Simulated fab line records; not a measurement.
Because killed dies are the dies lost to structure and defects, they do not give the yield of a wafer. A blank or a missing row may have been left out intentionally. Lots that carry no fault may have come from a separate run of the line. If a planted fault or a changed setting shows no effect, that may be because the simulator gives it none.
fab line records	flow rit-cmos
[record] lots = 14	wafers = 42	last-day = 7
route steps=202 shown FOX2@27 PWELL@48 GATE@97 CONTACT@179 M1@202
lots that met no fault: from a run of the same line without faults
start-h: hours from the record's first day to the start of the lot's first wafer shown	wait-h: time in hours since the lot's previous step	" identical to the entry in the row above	L1.1+2: several wafers, shown together as one row	- no value present, or no start provided	* or withheld: withheld	< > ~ a bound
route shown NAME@n: a module of which the file shows steps, and the number in the route of the first	usual: the fault-free wafers' mean and standard deviation	same: alike in all rows	chamber/n: place in a boat	sites: readings site by site	_std_site: how widely they spread, as a standard deviation	_edge_site: outer sites' mean less inner sites'	radius-mm: for every site, how far away it sits from the centre of the wafer	mask NAME#n: copy n	behind: the last tool/chamber to shape the wafer	hold: reason for holding the lot/hours on hold/outcome of the hold	device: transistor that didn't switch, given as n, p or np	end of line: the route-end tests of the same wafers	a step without rows: its recipe alone	killed: at the first sort, the dies lost to defects and structure; wafer yield is something else	map: per-die view of a wafer (x killed, . not killed, _ where there is no die)
set.NAME: the setting that was run; set.NAME@STEP: the one run at that earlier step	model.NAME: the simulator's own value behind a step, which no gauge read
steps of the route over a sample of lots; a table a step, a row a wafer
services: when a tool's chamber went out of use (start-h, in hours from the record's first day, below 0 if earlier), for how many hours, and the reason
[[steps]]
[step RIT_FOX2_THK_MEAS_90]
[recipe] reads = SiO2_of_FOX2_OXIDATION_00
[usual] FIELD_OXIDE_LEFT_1_THK = 323/6.3
lot.wafer	tool	chamber	start-h	wait-h	FIELD_OXIDE_LEFT_1_THK[nm]
L138.2	film-metro-03	-	22.26	0.0	316
L138.4	"	-	"	"	317
L138.6	"	-	"	"	314
L140.3	film-metro-04	-	31.00	0.0	317
L140.5	"	-	"	"	322
L140.6	"	-	"	"	317
L141.3	film-metro-03	-	35.75	0.0	323
L141.4	"	-	"	"	314
L141.5	"	-	"	"	320
L142.2	film-metro-03	-	40.32	0.0	314
L142.3	"	-	"	"	317
L142.5	"	-	"	"	313
L146.1	film-metro-02	-	62.72	0.0	313
L146.5	"	-	"	"	310
L146.6	"	-	"	"	309
L149.1	film-metro-04	-	76.12	0.0	325
L149.4	"	-	"	"	323
L149.5	"	-	"	"	322
L151.1	film-metro-02	-	84.65	0.0	328
L151.4	"	-	"	"	329
L151.6	"	-	"	"	327
L152.1	film-metro-04	-	91.31	0.0	321
L152.3	"	-	"	"	324
L152.4	"	-	"	"	323
L153.2	film-metro-02	-	95.70	0.0	328
L153.3	"	-	"	"	336
L153.4	"	-	"	"	330
L154.1	film-metro-04	-	100.88	0.0	319
L154.2	"	-	"	"	326
L154.5	"	-	"	"	320
L155.1	film-metro-02	-	106.49	0.0	326
L155.3	"	-	"	"	331
L155.5	"	-	"	"	332
L157.2	film-metro-03	-	124.35	0.0	319
L157.3	"	-	"	"	323
L157.5	"	-	"	"	325
L160.1	film-metro-02	-	129.95	0.0	326
L160.5	"	-	"	"	328
L160.6	"	-	"	"	329
L161.1	film-metro-03	-	138.81	0.0	325
L161.2	"	-	"	"	335
L161.6	"	-	"	"	323
[step RIT_PWELL_STRIP_09]
[recipe] chemistry = O2	time-s = 180	resist = NOVOLAK	platen-temp-c = withheld	power-w = 500	pressure-mtorr = 4000	o2-flow-sccm = 4000
[usual] drypump-motor-current-A = 6.00/0.29
[same] time-s = 180
lot.wafer	tool	chamber	start-h	wait-h	drypump-motor-current-A	rf-hours-counter-h
L138.2	plasma-asher-01	0	25.55	0.1	5.62	38
L138.4	"	1	"	"	5.69	-
L138.6	"	1	"	"	5.68	-
L140.3	plasma-asher-02	1	34.19	0.1	5.69	-
L140.5	"	0	"	"	6.04	-
L140.6	"	1	"	"	5.70	-
L141.3	plasma-asher-04	0	38.84	0.1	6.08	-
L141.4	"	1	"	"	6.46	-
L141.5	"	0	"	"	6.03	-
L142.2	plasma-asher-04	0	43.42	0.1	6.03	36
L142.3	"	1	"	"	6.42	-
L142.5	"	1	"	"	6.42	-
L146.1	plasma-asher-04	0	65.91	0.1	5.99	39
L146.5	"	0	"	"	6.02	-
L146.6	"	1	"	"	6.38	-
L149.1	plasma-asher-04	1	79.29	0.1	6.40	40
L149.4	"	0	"	"	6.02	-
L149.5	"	0	"	"	6.05	-
L151.1	plasma-asher-04	0	87.70	0.1	6.02	41
L151.4	"	0	"	"	6.00	-
L151.6	"	0	"	"	6.01	-
L152.1	plasma-asher-01	0	94.48	0.1	5.67	47
L152.3	"	1	"	"	5.70	-
L152.4	"	0	"	"	5.62	-
L153.2	plasma-asher-02	1	98.75	0.1	5.73	45
L153.3	"	0	"	"	6.05	-
L153.4	"	1	"	"	5.72	-
L154.1	plasma-asher-01	0	104.15	0.1	5.63	48
L154.2	"	1	"	"	5.67	48
L154.5	"	0	"	"	5.63	-
L155.1	plasma-asher-04	1	109.88	0.1	6.37	44
L155.3	"	1	"	"	6.40	-
L155.5	"	0	"	"	6.03	-
L157.2	plasma-asher-04	1	127.59	0.2	6.44	46
L157.3	"	0	"	"	6.08	-
L157.5	"	1	"	"	6.41	-
L160.1	plasma-asher-04	0	133.20	0.1	6.01	47
L160.5	"	1	"	"	6.37	-
L160.6	"	0	"	"	6.08	-
L161.1	plasma-asher-04	1	141.89	0.1	6.40	48
L161.2	"	0	"	"	6.04	48
L161.6	"	0	"	"	6.02	-
[step RIT_GATE_CD_MEAS_90]
[recipe] target-cd-nm = 150
[usual] cd-nm = 148.9/2.1
lot.wafer	tool	chamber	start-h	wait-h	cd-nm
L138.2	cd-sem-01	-	42.40	0.1	147.8
L138.4	"	-	"	"	147.1
L138.6	"	-	"	"	147.6
L140.3	cd-sem-02	-	53.57	0.1	148.3
L140.5	"	-	"	"	149.8
L140.6	"	-	"	"	148.8
L141.3	cd-sem-01	-	54.13	0.1	146.8
L141.4	"	-	"	"	148.1
L141.5	"	-	"	"	147.0
L142.2	cd-sem-01	-	60.03	0.1	148.4
L142.3	"	-	"	"	147.8
L142.5	"	-	"	"	148.2
L146.1	cd-sem-02	-	81.12	0.1	151.3
L146.5	"	-	"	"	151.9
L146.6	"	-	"	"	152.1
L149.1	cd-sem-01	-	96.21	0.1	150.0
L149.4	"	-	"	"	149.5
L149.5	"	-	"	"	149.2
L151.1	cd-sem-02	-	103.15	0.1	150.9
L151.4	"	-	"	"	150.8
L151.6	"	-	"	"	150.2
L152.1	cd-sem-01	-	112.49	0.1	147.8
L152.3	"	-	"	"	149.3
L152.4	"	-	"	"	148.2
L153.2	cd-sem-01	-	119.07	0.1	147.7
L153.3	"	-	"	"	150.9
L153.4	"	-	"	"	150.4
L154.1	cd-sem-02	-	127.68	0.1	148.9
L154.2	"	-	"	"	148.7
L154.5	"	-	"	"	146.6
L155.1	cd-sem-01	-	127.84	0.1	153.1
L155.3	"	-	"	"	150.6
L155.5	"	-	"	"	152.7
L157.2	cd-sem-02	-	144.88	0.1	149.9
L157.3	"	-	"	"	148.1
L157.5	"	-	"	"	151.0
L160.1	cd-sem-01	-	153.22	0.1	151.2
L160.5	"	-	"	"	150.3
L160.6	"	-	"	"	152.0
L161.1	cd-sem-01	-	159.58	0.1	147.6
L161.2	"	-	"	"	148.3
L161.6	"	-	"	"	146.7
[step RIT_CONTACT_ETCH_11]
[recipe] target-depth-a = 4800	over-etch-frac = 0.2	stop-on = TiSi2	chemistry = CHF3/CF4/Ar	target = SiO2	CHF3_flow_sccm = 50	cf4-flow-sccm = 10	Ar_flow_sccm = 100	O2_flow_sccm = 5	pressure-mtorr = 100	rf-w = 200	time-s = 320
[usual] CHF3_flow_sccm = 50.00/0.14	drypump-motor-current-A = 5.7/0.41	oes-product-au = 0.984/0.013	over-etch-frac = 0.2/0	throttle-valve-pct = 8.86/0.17
[same] time-s = 320
lot.wafer	tool	chamber	start-h	wait-h	CHF3_flow_sccm	drypump-motor-current-A	oes-product-au	over-etch-frac	rf-hours-counter-h	throttle-valve-pct
L138.2	rie-diel-02	0	57.24	0.1	49.92	5.1	0.975	0.2	6	8.58
L138.4	"	1	"	"	50.08	5.3	0.995	0.2	2	8.92
L138.6	"	1	"	"	50.16	5.4	0.997	0.2	-	8.93
L140.3	rie-diel-04	2	68.61	0.1	50.21	5.6	0.972	0.2	98	8.76
L140.5	"	2	"	"	49.90	5.6	0.979	0.2	-	8.76
L140.6	"	3	"	"	49.94	5.5	1.003	0.2	-	9.08
L141.3	rie-diel-02	0	70.04	0.1	49.95	5.1	0.973	0.2	7	8.59
L141.4	"	2	"	"	50.11	5.7	0.991	0.2	9	8.70
L141.5	"	3	"	"	49.89	5.5	0.984	0.2	-	8.88
L142.2	rie-diel-04	0	74.88	0.1	50.03	6.1	0.965	0.2	108	8.59
L142.3	"	1	"	"	50.00	6.4	0.998	0.2	7	9.00
L142.5	"	2	"	"	49.91	5.6	0.969	0.2	-	8.76
L146.1	rie-diel-02	2	97.79	0.1	50.03	5.6	0.988	0.2	9	8.72
L146.5	"	1	"	"	50.00	5.4	0.996	0.2	-	8.92
L146.6	"	0	"	"	49.91	5.1	0.980	0.2	-	8.61
L149.1	rie-diel-02	1	110.80	0.1	49.84	5.4	1.001	0.2	3	8.93
L149.4	"	0	"	"	49.82	5.1	0.977	0.2	8	8.59
L149.5	"	2	"	"	49.84	5.7	0.972	0.7	-	8.71
L151.1	rie-diel-02	2	117.88	0.1	50.08	5.6	0.972	0.7	10	8.70
L151.4	"	1	"	"	49.89	5.4	0.995	0.2	4	8.94
L151.6	"	0	"	"	50.01	5.1	0.977	0.2	-	8.60
L152.1	rie-diel-04	2	130.89	0.1	50.05	5.6	0.969	0.2	99	8.78
L152.3	"	3	"	"	50.02	5.5	0.997	0.2	40	9.08
L152.4	"	1	"	"	49.81	6.4	0.991	0.2	8	9.00
L153.2	rie-diel-04	3	137.56	0.1	49.78	5.5	1.004	0.2	40	9.06
L153.3	"	1	"	"	50.12	6.4	0.999	0.2	8	9.00
L153.4	"	0	"	"	50.11	6.1	0.970	0.2	109	8.60
L154.1	rie-diel-03	2	143.36	0.1	49.92	6.4	0.978	0.2	151	8.74
L154.2	"	3	"	"	49.85	6.1	0.992	0.2	3	8.95
L154.5	"	3	"	"	49.80	6.1	0.997	0.2	-	8.98
L155.1	rie-diel-04	3	143.74	0.1	49.81	5.5	1.000	0.2	40	9.07
L155.3	"	1	"	"	50.06	6.4	0.991	0.2	9	8.98
L155.5	"	1	"	"	50.18	6.4	0.998	0.2	-	8.98
L157.2	rie-diel-04	2	161.11	0.1	50.07	5.6	0.973	0.2	100	8.77
L157.3	"	0	"	"	50.11	6.1	0.965	0.2	110	8.58
L157.5	"	1	"	"	50.17	6.4	1.000	0.2	-	8.99
L160.1	rie-diel-03	1	169.74	0.1	49.87	5.9	0.996	0.2	134	9.05
L160.5	"	1	"	"	50.06	5.9	0.991	0.2	-	9.06
L160.6	"	0	"	"	49.94	5.8	0.969	0.2	-	9.13
L161.1	rie-diel-03	2	174.02	0.1	49.95	6.4	0.995	0.2	0	8.73
L161.2	"	0	"	"	49.79	5.8	0.958	0.2	101	9.11
L161.6	"	3	"	"	50.25	6.1	0.983	0.2	-	8.95
[step RIT_M1_PROBE_99]
[usual] killed_at_M0_to_M3 = 0.0/0.12	killed-at-contacts = 0.0/0.2	killed-at-front-end = 6.6/2.8	killed-dies = 6.6/2.8	killed-on-rim = 1.8/1.2	killed-open = 3.3/1.9	killed-short = 3.2/1.8
[same] gross-dies = 264	killed_at_M4_up = 0	killed-at-back-side = 0	killed-at-other = 0
lot.wafer	tool	chamber	start-h	wait-h	killed_at_M0_to_M3	killed-at-contacts	killed-at-front-end	killed-dies	killed-on-rim	killed-open	killed-short
L141.3	prober-01	-	75.19	0.2	0	0	6	6	0	1	5
L141.4	prober-01	-	75.24	0.2	0	0	6	6	2	3	3
L141.5	prober-01	-	75.29	0.2	0	0	9	9	1	7	2
L142.2	prober-02	-	79.87	0.1	0	0	10	10	2	7	3
L142.3	prober-02	-	79.92	0.2	0	0	5	5	1	4	1
L142.5	prober-02	-	80.02	0.2	0	0	7	7	1	5	2
L149.1	prober-01	-	116.06	0.1	0	0	11	11	1	5	6
L149.4	prober-01	-	116.21	0.2	0	0	4	4	1	3	1
L149.5	prober-01	-	116.26	0.2	0	0	7	7	2	6	1
L154.1	prober-02	-	148.21	0.1	0	0	8	8	4	4	4
L154.2	prober-02	-	148.26	0.1	0	0	11	11	5	6	5
L154.5	prober-02	-	148.41	0.2	0	0	10	10	1	6	4
L160.1	prober-02	-	174.75	0.1	0	0	8	8	4	4	4
L160.5	prober-02	-	174.95	0.2	0	0	8	8	2	3	5
L160.6	prober-02	-	175.00	0.2	0	0	4	4	1	2	2
L161.1	prober-01	-	178.94	0.1	0	0	4	4	0	2	2
L161.2	prober-01	-	178.99	0.1	0	0	2	2	0	2	0
L161.6	prober-01	-	179.19	0.2	0	0	4	4	1	1	3
// killed by level:class
L141.3 FOX1:geometric-particle:short=2 GATE:geometric-particle:short=2 REOX:geometric-particle:open=1 SPACER:geometric-particle:short=1
L141.4 GATE:geometric-particle:open=2 SPACER:geometric-particle:short=2 GATE:geometric-particle:short=1 SPACER:geometric-particle:open=1
L141.5 GATE:geometric-particle:open=4 ACTIVE:geometric-particle:open=1 FOX1:geometric-particle:short=1 FOX1:geometric-particle:open=1 GATE:geometric-particle:short=1 SILICIDE:geometric-particle:open=1
L142.2 REOX:geometric-particle:open=3 GATE:geometric-particle:open=2 FOX1:geometric-particle:short=1 FOX1:geometric-particle:open=1 GATE:geometric-particle:short=1 REOX:geometric-particle:short=1 SILICIDE:geometric-particle:open=1
L142.3 GATE:geometric-particle:open=3 FOX1:geometric-particle:short=1 SPACER:geometric-particle:open=1
L142.5 GATE:geometric-particle:open=2 REOX:geometric-particle:open=1 SPACER:geometric-particle:open=1 SPACER:geometric-particle:short=1 SILICIDE:geometric-particle:open=1 SILICIDE:geometric-particle:short=1
L149.1 FOX1:geometric-particle:open=3 GATE:geometric-particle:short=3 FOX1:geometric-particle:short=1 REOX:geometric-particle:short=1 SPACER:geometric-particle:open=1 SPACER:geometric-particle:short=1 SILICIDE:geometric-particle:open=1
L149.4 FOX1:geometric-particle:short=1 GATE:geometric-particle:open=1 REOX:geometric-particle:open=1 SPACER:geometric-particle:open=1
L149.5 SILICIDE:geometric-particle:open=3 FOX1:geometric-particle:open=1 FOX2:geometric-particle:short=1 REOX:geometric-particle:open=1 SPACER:geometric-particle:open=1
L154.1 GATE:geometric-particle:short=3 FOX2:geometric-particle:open=2 GATE:geometric-particle:open=1 REOX:geometric-particle:short=1 SPACER:geometric-particle:open=1
L154.2 GATE:geometric-particle:short=3 SPACER:geometric-particle:open=2 SILICIDE:geometric-particle:open=2 FOX2:geometric-particle:open=1 FOX2:geometric-particle:short=1 GATE:geometric-particle:open=1 REOX:geometric-particle:short=1
L154.5 GATE:geometric-particle:open=3 GATE:geometric-particle:short=2 SPACER:geometric-particle:short=2 FOX2:geometric-particle:open=1 REOX:geometric-particle:open=1 SPACER:geometric-particle:open=1
L160.1 SPACER:geometric-particle:short=2 SPACER:geometric-particle:open=2 GATE:geometric-particle:open=1 REOX:geometric-particle:short=1 REOX:geometric-particle:open=1 SILICIDE:geometric-particle:short=1
L160.5 GATE:geometric-particle:short=2 GATE:geometric-particle:open=2 FOX1:geometric-particle:short=1 REOX:geometric-particle:short=1 SPACER:geometric-particle:short=1 SPACER:geometric-particle:open=1
L160.6 GATE:geometric-particle:open=2 REOX:geometric-particle:short=1 SPACER:geometric-particle:short=1
L161.1 FOX2:geometric-particle:short=1 FOX2:geometric-particle:open=1 SPACER:geometric-particle:short=1 SILICIDE:geometric-particle:open=1
L161.2 GATE:geometric-particle:open=1 SPACER:geometric-particle:open=1
L161.6 GATE:geometric-particle:short=2 FOX2:geometric-particle:open=1 SPACER:geometric-particle:short=1
[[services]]
tool	chamber	start-h	hours	kind
plasma-asher-02	-	9.44	1.0	repair
rie-diel-03	1	19.84	9.5	repair
rie-diel-03	-	20.79	1.3	repair
rie-diel-04	-	24.85	14.6	pm
rie-diel-02	-	32.40	0.6	repair
rie-diel-03	0	33.92	22.8	repair
rie-diel-02	3	46.97	1.7	repair
plasma-asher-02	-	47.67	6.0	repair
plasma-asher-02	-	77.79	6.2	repair
rie-diel-03	-	101.04	41.0	repair
plasma-asher-01	-	105.85	1.3	repair
plasma-asher-01	-	108.39	19.9	repair
plasma-asher-02	-	108.75	9.0	pm
plasma-asher-02	0	108.75	9.0	vent-cycle
plasma-asher-02	1	108.75	9.0	vent-cycle
plasma-asher-02	0	117.75	-	clean
plasma-asher-02	1	117.75	-	clean
rie-diel-03	0	136.82	14.8	repair
rie-diel-03	2	151.58	-	clean
rie-diel-03	2	151.58	19.4	scheduled-down
rie-diel-03	2	151.58	19.4	vent-cycle
[[key]]
[first-sign] step = RIT_CONTACT_ETCH_11	reading = over-etch-frac	direction = up	sigmas = 99+	usual = 0.2	struck = 0.7
effect none on later readings
met-at RIT_CONTACT_ETCH_11
struck-lots L149,L151
struck-wafers L149.5,L151.1
tester-left-out L149,L151
not-acting-at RIT_FOX2_THK_MEAS_90,RIT_PWELL_STRIP_09,RIT_GATE_CD_MEAS_90
onset-between 97.79 110.80
[fault] kind = process-parameter-drift	tool = rie-diel-02	chamber = 2	onset-h = 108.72	steps = RIT_CONTACT_ETCH_11	channel = over-etch-frac	offset = 0.5	shape = step	end-h = 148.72	acts-in = these-recipes-only	stated = 0.2
// tester-left-out: of these lots the tester's yield and bins aren't shown, on N5 and GAA mostly nor the transistor test; their killed dies are dies lost to structure and defects alone, not to doping, threshold or leakage, so they don't give the yield
